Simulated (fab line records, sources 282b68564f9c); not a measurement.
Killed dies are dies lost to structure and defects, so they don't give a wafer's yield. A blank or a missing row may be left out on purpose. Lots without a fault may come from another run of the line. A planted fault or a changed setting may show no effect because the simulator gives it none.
A struck lot beside a sound one | flow rit_cmos | 43 steps out of a route of 202
Sound: wafers L217.1, L217.2, L217.3. Struck: wafers L210.2, L210.3, L210.5. The cause comes at the end.
At each step with rows: each side's tool, then ch and its chambers, then its first start. Under that, the readings that differ: sound wafers | struck wafers | difference of the means | sigmas: that difference in standard deviations of wafers without a fault.
alike: readings whose means differ by less than 2 such deviations, and words and numbers that are the same on both sides. not compared: withheld readings, readings that some wafer has no value for, bounds like >300 that may hide the same value, and numbers for which the record gives no deviation and whose values overlap.
The two part at a step that has a row with sigmas, a row that says differs or no value, or rows on one side only. Numbers that don't overlap but have no deviation are shown without sigmas and don't part them. A reading that every wafer of one side lacks parts them only if that side has two wafers or more.

first, 4 steps without rows for these wafers: RIT_PLDD_SOFTBAKE_02 (time 60 s); RIT_PLDD_EXPOSE_03 (exposes mask M8, target cd 40900 nm); RIT_PLDD_PEB_04; RIT_PLDD_DEVELOP_05 (develop time 50 s).
RIT_PLDD_OVL_MEAS_06:
  sound on overlay-02, day 6 20:02; struck on overlay-01, day 5 11:40
  alike: PLDD_OVL
then, 2 steps without rows for these wafers: RIT_PLDD_HARDBAKE_07 (time 60 s); RIT_PLDD_IMPLANT_08.
RIT_PLDD_STRIP_09: strips in O2, time 180 s.
  sound on plasma_asher-01 ch 0,1, day 6 20:22; struck on plasma_asher-01 ch 0,1, day 5 12:00
  alike: drypump_motor_current_A
  not compared: rf_hours_counter_h
RIT_PLDD_TW_MEAS_10:
  sound on film_metro-01, day 6 20:33; struck on film_metro-01, day 5 12:11
  alike: PLDD_TW
then, 3 steps without rows for these wafers: RIT_SPACER_CLEAN_00 (cleans in SC1, time 600 s); RIT_SPACER_CLEAN_01 (cleans in dHF, time 30 s); RIT_SPACER_CLEAN_02 (cleans in SC2, time 600 s).
RIT_SPACER_CVD_03: deposits Si3N4 from SiH2Cl2/NH3, target thk 250 nm, time 3300 s.
  sound on lpcvd-01 ch 1, day 6 21:26; struck on lpcvd-02 ch 1, day 5 12:44
  reading                   | sound          | struck         | difference | sigmas
  zone_power_source_pct (%) | 22.9 23.2 23.4 | 21.6 21.3 21.3 | -1.8       | -2
  alike: spike_tc_source_C
RIT_SPACER_THK_MEAS_04:
  sound on film_metro-01, day 6 23:20; struck on film_metro-01, day 5 14:40
  alike: SPACER_NITRIDE_THK
RIT_SPACER_ETCHBACK_05: etches Si3N4 in SF6/CHF3, stops on SiO2, target depth 250 nm, time 240 s.
  sound on rie_diel-01 ch 1,2,3, day 6 23:24; struck on rie_diel-01 ch 0,2, day 5 14:43
  alike: drypump_motor_current_A, oes_product_au, throttle_valve_pct
  not compared: rf_hours_counter_h
then, 6 steps without rows for these wafers: RIT_NSD_HMDS_00 (prime time 60 s); RIT_NSD_COAT_01 (resist thk 1000 nm); RIT_NSD_SOFTBAKE_02 (time 60 s); RIT_NSD_EXPOSE_03 (exposes mask M9, target cd 40700 nm); RIT_NSD_PEB_04; RIT_NSD_DEVELOP_05 (develop time 50 s).
RIT_NSD_OVL_MEAS_06:
  sound on overlay-02, day 7 00:32; struck on overlay-01, day 5 15:43
  alike: NSD_OVL
then, 2 steps without rows for these wafers: RIT_NSD_HARDBAKE_07 (time 60 s); RIT_NSD_IMPLANT_08.
RIT_NSD_STRIP_09: strips in O2, time 180 s.
  sound on plasma_asher-04 ch 0,1, day 7 00:52; struck on plasma_asher-04 ch 0,1, day 5 16:02
  alike: drypump_motor_current_A
  not compared: rf_hours_counter_h
RIT_NSD_TW_MEAS_10:
  sound on film_metro-02, day 7 01:02; struck on film_metro-02, day 5 16:14
  alike: NSD_TW
then, 6 steps without rows for these wafers: RIT_PSD_HMDS_00 (prime time 60 s); RIT_PSD_COAT_01 (resist thk 1000 nm); RIT_PSD_SOFTBAKE_02 (time 60 s); RIT_PSD_EXPOSE_03 (exposes mask M10, target cd 40900 nm); RIT_PSD_PEB_04; RIT_PSD_DEVELOP_05 (develop time 50 s).
RIT_PSD_OVL_MEAS_06:
  sound on overlay-02, day 7 01:57; struck on overlay-02, day 5 17:08
  alike: PSD_OVL
then, 2 steps without rows for these wafers: RIT_PSD_HARDBAKE_07 (time 60 s); RIT_PSD_IMPLANT_08.
RIT_PSD_STRIP_09: strips in O2, time 180 s.
  sound on plasma_asher-01 ch 0,1, day 7 02:17; struck on plasma_asher-01 ch 0,1, day 5 17:28
  alike: drypump_motor_current_A
  not compared: rf_hours_counter_h
RIT_PSD_TW_MEAS_10:
  sound on film_metro-01, day 7 02:28; struck on film_metro-01, day 5 17:39
  reading | sound          | struck         | difference | sigmas
  PSD_TW  | 3381 3376 3407 | 3437 3430 3432 | +45        | +2
then, 3 steps without rows for these wafers: RIT_SDANNEAL_CLEAN_00 (cleans in SC1, time 600 s); RIT_SDANNEAL_CLEAN_01 (cleans in dHF, time 30 s); RIT_SDANNEAL_CLEAN_02 (cleans in SC2, time 600 s).
RIT_SDANNEAL_RTA_03: time 5 s.
  sound on rtp_anneal-01 ch 0, day 7 02:55; struck on rtp_anneal-02 ch 0, day 5 18:16
  alike: chamber_o2_ppm, wafer_temp_C_max
RIT_SDANNEAL_RS_MEAS_04: measures by four-point-probe.
  sound on film_metro-02, day 7 02:59; struck on film_metro-02, day 5 18:19
  alike: PSD_RS
RIT_M1_PROBE_99:
  sound on prober-02, day 7 10:35; struck on prober-01, day 6 01:52
  reading                            | sound             | struck            | difference | sigmas
  killed_at_front_end                | 7 5 4             | 34 29 26          | +24        | +8
  killed_dies                        | 7 5 5             | 34 29 26          | +24        | +8
  model.etest.pmos_0p15.drive_ua_um  | 270.1 281.5 278.2 | 252.3 246.9 254.5 | -25.4      |
  model.etest.ring.delay_ps          | 26.13 25.18 25.89 | 26.67 26.84 26.67 | +0.99      |
  model.etest.nmos_0p15.swing_mv_dec | 86.27 85.69 86.08 | 86.95 87.18 87.14 | +1.08      |
  alike: killed_at_M0_to_M3, killed_open, killed_short
  not compared: model.etest.nmos_0p15.drive_ua_um, model.etest.npoly_line.line_ohm_um, model.etest.ppoly_line.line_ohm_um, model.etest.ppoly_line.width_nm, model.etest.npoly_line.width_nm

WHERE THEY PART
First at RIT_SPACER_CVD_03; last, within this record, at RIT_M1_PROBE_99.

WHY: what the simulator had put in
Chamber particle source: lpcvd-02, from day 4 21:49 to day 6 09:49, at RIT_SPACER_CVD_03. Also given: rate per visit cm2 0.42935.
